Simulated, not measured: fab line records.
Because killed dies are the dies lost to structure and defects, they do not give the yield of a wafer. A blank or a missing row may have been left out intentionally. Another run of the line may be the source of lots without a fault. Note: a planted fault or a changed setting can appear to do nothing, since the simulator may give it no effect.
Which tool was responsible? ; flow rit_cmos ; Sampling: 15 lots, 45 wafers, 2 of 202 route steps

## WHAT THE GAUGES SHOWED, per wafer
The record holds no reading of a measuring or inspecting step that can be judged against a usual standard deviation.

## WHICH TOOL RAN EACH LOT (tool, then ch and the chambers of the sampled wafers, then the start)
lot;RIT_REOX_CLEAN_00;RIT_M1_PROBE_99
L957;wet_bench-03 ch 1, day 2 23:42;-
L958;wet_bench-01 ch 3, day 3 01:33;-
L962;wet_bench-03 ch 1, day 3 23:53;-
L963;wet_bench-02 ch 1, day 4 01:20;-
L964;wet_bench-03 ch 0, day 4 11:32;-
L965;wet_bench-03 ch 2, day 4 11:50;-
L966;wet_bench-01 ch 3, day 4 19:25;prober-01, day 5 15:53
L967;wet_bench-03 ch 1, day 5 00:25;prober-02, day 5 23:54
L968;wet_bench-02 ch 3, day 5 08:38;-
L972;wet_bench-01 ch 1, day 6 02:07;-
L974;wet_bench-02 ch 1, day 6 11:44;-
L975;wet_bench-03 ch 1, day 6 13:08;-
L976;wet_bench-01 ch 0, day 6 22:43;-
L977;wet_bench-01 ch 0, day 7 04:01;-
L979;wet_bench-01 ch 1, day 7 12:49;-
- RIT_REOX_CLEAN_00: cleans in SC1, time 600 s.
- RIT_M1_PROBE_99

## AS READ BY THE TOOLS THEMSELVES (means over the sampled wafers that have a number; for cases with no such wafer, the mark the record gives instead)
RIT_REOX_CLEAN_00.
lot;tool;bath_guard_temp_C (C);bath_heat_duty_pct (%)
L957;wet_bench-03;74.8;12.6
L958;wet_bench-01;75.4;13.0
L962;wet_bench-03;74.7;12.0
L963;wet_bench-02;74.6;15.3
L964;wet_bench-03;75.2;15.8
L965;wet_bench-03;74.9;16.3
L966;wet_bench-01;-;-
L967;wet_bench-03;-;-
L968;wet_bench-02;-;-
L972;wet_bench-01;75.5;17.3
L974;wet_bench-02;74.9;16.0
L975;wet_bench-03;74.8;12.4
L976;wet_bench-01;73.8;14.9
L977;wet_bench-01;73.8;15.6
L979;wet_bench-01;75.5;18.3

RIT_M1_PROBE_99.
lot;tool;killed_at_contacts;killed_at_front_end;killed_dies;killed_open;killed_short
L966;prober-01;0.0;3;3;1.7;1.0
L967;prober-02;0.0;11;11;5.7;5.3

## THE ANSWER, worked out from the rows above alone
Rule: what is usual is taken from the lots themselves. Put in order of their means at a reading, lots are off if they are a third of the lots or fewer, leave a main group of 4 or more, and stand apart from it by a gap of 3 or more times the standard deviation of the main group's means; of several such gaps the widest counts. A main group is skipped when, at the precision printed for the reading in the tables above, its means are all equal. A lot without any number at a reading at which 4 lots or more have one is off too. Any other lot the step has rows for is counted as sound. Order of review: gauges by route order, followed by the tools' own readings, for which a lot's mean as printed above is used. At the first step where some lot is off, the reading lying furthest off is the one used; lots without a number count as furthest.
Off: L966, L967, L968 (RIT_REOX_CLEAN_00, bath_guard_temp_C). Without a number there: L966, L967, L968. Mean 74.8 C and standard deviation 0.54 in the main group.
A tool fits if, at that step or a process step before it, it ran every lot that is off, and no sound lot after the first of them. Of those tried, none fits.

## WHAT THE SIMULATOR HAD INSERTED
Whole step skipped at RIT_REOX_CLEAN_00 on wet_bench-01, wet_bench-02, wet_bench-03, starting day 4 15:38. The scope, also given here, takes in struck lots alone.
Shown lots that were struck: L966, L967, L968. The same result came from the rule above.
